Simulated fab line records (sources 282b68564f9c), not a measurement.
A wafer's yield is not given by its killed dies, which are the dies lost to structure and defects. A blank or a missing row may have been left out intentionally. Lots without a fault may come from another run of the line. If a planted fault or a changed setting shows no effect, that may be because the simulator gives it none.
Lot-split experiment | flow rit cmos | 5 lots, 23 wafers read, on a route of 202 steps

== THE SPLIT ITSELF ==
At RIT_M1_METAL_ETCH_12 (etches Al in Cl2/BCl3, stops on SiO2, time 165 s, target depth 600 nm), the setting rf w was moved away from the recipe's 250 W on 8 of the 23 wafers read, by +3.0% to +11.5%. For the rest of the wafers, this setting stayed at what the recipe calls for.

The reading is taken at the split's own step.

== THE READING ==
NOVOLAK_of_M1_COAT_04.thk nm (the simulator's own value, which no gauge read), in nm, at RIT_M1_METAL_ETCH_12 (etches Al in Cl2/BCl3, stops on SiO2, time 165 s, target depth 600 nm). The file gives no usual value for it. Average 799.9 nm, standard deviation 5.8 nm, over the 15 wafers here run with the recipe.

wafer  | tool, chamber at the split | rf w as run, W | against the recipe | NOVOLAK_of_M1_COAT_04.thk nm, nm | against lot-mates on the recipe
L075.1 | rie metal-01, 0            | 250            | recipe             | 794.4                            | -
L075.2 | rie metal-01, 1            | 250            | recipe             | 799.3                            | -
L075.3 | rie metal-01, 1            | 250            | recipe             | 797.2                            | -
L075.4 | rie metal-01, 0            | 250            | recipe             | 798.8                            | -
L075.6 | rie metal-01, 1            | 250            | recipe             | 798.3                            | -
L076.1 | rie metal-03, 0            | 250            | recipe             | 794.3                            | -
L076.2 | rie metal-03, 1            | 257.6          | +3.0%              | 798.2                            | -1.3
L076.4 | rie metal-03, 1            | 250            | recipe             | 808.9                            | -
L076.5 | rie metal-03, 0            | 250            | recipe             | 795.2                            | -
L076.6 | rie metal-03, 1            | 257.6          | +3.0%              | 798.4                            | -1.1
L081.1 | rie metal-01, 0            | 250            | recipe             | 799.4                            | -
L081.2 | rie metal-01, 1            | 269.2          | +7.7%              | 776.8                            | -25.0
L081.3 | rie metal-01, 0            | 269.2          | +7.7%              | 770.7                            | -31.0
L081.4 | rie metal-01, 1            | 250            | recipe             | 804.1                            | -
L081.6 | rie metal-01, 1            | 269.2          | +7.7%              | 780.6                            | -21.1
L083.1 | rie metal-02, 0            | 278.7          | +11.5%             | 774                              | -36.2
L083.3 | rie metal-02, 0            | 278.7          | +11.5%             | 778.8                            | -31.4
L083.4 | rie metal-02, 1            | 250            | recipe             | 807.3                            | -
L083.5 | rie metal-02, 1            | 278.7          | +11.5%             | 776.2                            | -34.0
L083.6 | rie metal-02, 0            | 250            | recipe             | 813.1                            | -
L085.1 | rie metal-03, 0            | 250            | recipe             | 791.8                            | -
L085.2 | rie metal-03, 1            | 250            | recipe             | 800.8                            | -
L085.5 | rie metal-03, 0            | 250            | recipe             | 795.8                            | -

THE FIT
A straight line over all 23 wafers: NOVOLAK_of_M1_COAT_04.thk nm changes by -2.34 nm for each +1% of rf w; r = -0.86; the points scatter about the line by 6 nm.
The same after taking each lot's own level away (the mean of its wafers on the recipe; 23 wafers): -3.05 nm for each +1%; r = -0.95; scatter 4.5 nm.
According to that fit, moving rf w by its largest amount changes the reading by 35 nm.
Across the lots, their own levels run from 796.13 to 810.20 nm, a range of 2.4 times the standard deviation given above.
Thus the slope moves with the lot-to-lot level: the two fits are different.
Check: for one of the wafers moved furthest among these (+11.5%), held out of the fit, the line's prediction against its lot-mates is -33.9 nm. It came out at -36.2 nm against them.

== THE OTHER SPLITS THESE WAFERS WENT THROUGH ==
Before the reading, these wafers also passed through other splits. Each is held against what the fit with the lots' levels taken away leaves over:
other split on the same wafers | wafers away from the commonest value | r with NOVOLAK_of_M1_COAT_04.thk nm (lot level and that fit taken away)
RIT_CONTACT_CVD_00 time s      | 11                                   | +0.06
RIT_M1_SOFTBAKE_05 temp c      | 11                                   | +0.09

== THE FILE'S OWN FIT ==
NOVOLAK_of_M1_COAT_04.thk nm changes by -2.95 nm for each +1% of rf w, r = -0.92.
